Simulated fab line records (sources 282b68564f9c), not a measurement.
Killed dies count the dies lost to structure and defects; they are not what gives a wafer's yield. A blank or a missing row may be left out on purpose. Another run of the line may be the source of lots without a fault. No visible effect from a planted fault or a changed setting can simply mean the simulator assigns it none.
A lot that was struck, set against a sound lot    flow rit-cmos    18 out of 202 route steps
Sound: wafers L358.3, L358.4, L358.5. Struck: wafers L376.3, L376.4, L376.5. At the end, the cause is stated.
Each step with rows lists, per side, the tool, then ch with its chambers, then its first start. Under that, the readings that differ: sound wafers    struck wafers    difference of the means    sigmas: that difference in standard deviations of wafers without a fault.
alike: readings whose means differ by less than 2 such deviations, and words and numbers that are the same on both sides. not compared: withheld readings, readings that some wafer has no value for, bounds like >300 that may hide the same value, and numbers for which the record gives no deviation and whose values overlap.
Wherever a step has rows on one side only, a row that says differs or no value, or a row with sigmas, the two part there. Numbers that don't overlap but have no deviation are shown without sigmas and don't part them. A reading missing from all wafers of one side parts the sides only when that side holds two or more wafers.

first, 1 step without rows for these wafers: RIT_GATE_HARDBAKE_18 (time 60 s).
RIT_GATE_ETCH_19: etches poly-Si in SF6/CHF3/O2, stops on SiO2, time 165 s, target depth 312.5 nm.
  sound on rie-si-01 ch 0,1, day 2 19:46; struck on rie-si-01 ch 0,2, day 6 17:30
  alike: drypump-motor-current-A, oes-product-au, throttle-valve-pct
  not compared: rf-hours-counter-h
RIT_GATE_STRIP_20: strips in O2, time 180 s.
  sound on plasma-asher-03 ch 0,1, day 2 19:56; struck on plasma-asher-03 ch 0,1, day 6 17:40
  alike: drypump-motor-current-A
  not compared: rf-hours-counter-h
RIT_GATE_CD_MEAS_90: target cd 150 nm.
  struck on cd-sem-01, day 6 17:49; sound on cd-sem-02, day 2 20:06
  alike: cd-nm
then, 4 steps without rows for these wafers: RIT_REOX_CLEAN_00 (cleans in SC1, time 600 s); RIT_REOX_CLEAN_01 (cleans in dHF, time 30 s); RIT_REOX_CLEAN_02 (cleans in SC2, time 586.1 s); RIT_REOX_OXIDATION_03 (target thk 25.2 nm, ox time 5580 s).
RIT_REOX_THK_MEAS_04:
  struck on film-metro-01, day 6 21:19; sound on film-metro-01, day 2 23:11
  alike: REOX_OXIDE_THK
then, 3 steps without rows for these wafers: RIT_NLDD_HMDS_00 (prime time 60 s); RIT_NLDD_COAT_01 (resist thk 1000 nm); RIT_NLDD_SOFTBAKE_02 (time 60 s).
RIT_NLDD_EXPOSE_03: exposes mask M7, target cd 40700 nm.
  sound on iline-stepper-01 ch 0, day 2 23:50; struck on iline-stepper-01 ch 0, day 6 21:58
reading                       sound                 struck                difference  sigmas
model.NLDD.overlay-x-nm (nm)  -3.548 -3.548 -3.548  -301.6 -301.6 -301.6  -298.1      
  alike: mask
then, 2 steps without rows for these wafers: RIT_NLDD_PEB_04; RIT_NLDD_DEVELOP_05 (develop time 50 s).
RIT_NLDD_OVL_MEAS_06:
  struck on overlay-02, day 6 22:20; sound on overlay-01, day 3 00:12
reading        sound           struck                difference  sigmas
NLDD_OVL (nm)  -2.5 -1.5 -0.5  -301.5 -301.4 -300.8  -299.7      -99 or more
then, 1 step without rows for these wafers: RIT_NLDD_HARDBAKE_07 (time 60 s).
RIT_M1_PROBE_99:
  struck on prober-02, day 7 14:05; sound on prober-02, day 3 15:43
reading                         sound           struck          difference  sigmas
killed-open                     6 11 5          1 3 2           -5          -3
model.etest.nldd.width-nm (nm)  3203 3179 3200  2962 2961 2952  -236        
  alike: killed-at-contacts, killed-at-front-end, killed-dies, killed-short
  not compared: model.etest.nldd.line-ohm-um

WHERE THEY PART
At RIT_NLDD_OVL_MEAS_06 first; at RIT_M1_PROBE_99 last (within this record only).

WHY: the cause the simulator had injected
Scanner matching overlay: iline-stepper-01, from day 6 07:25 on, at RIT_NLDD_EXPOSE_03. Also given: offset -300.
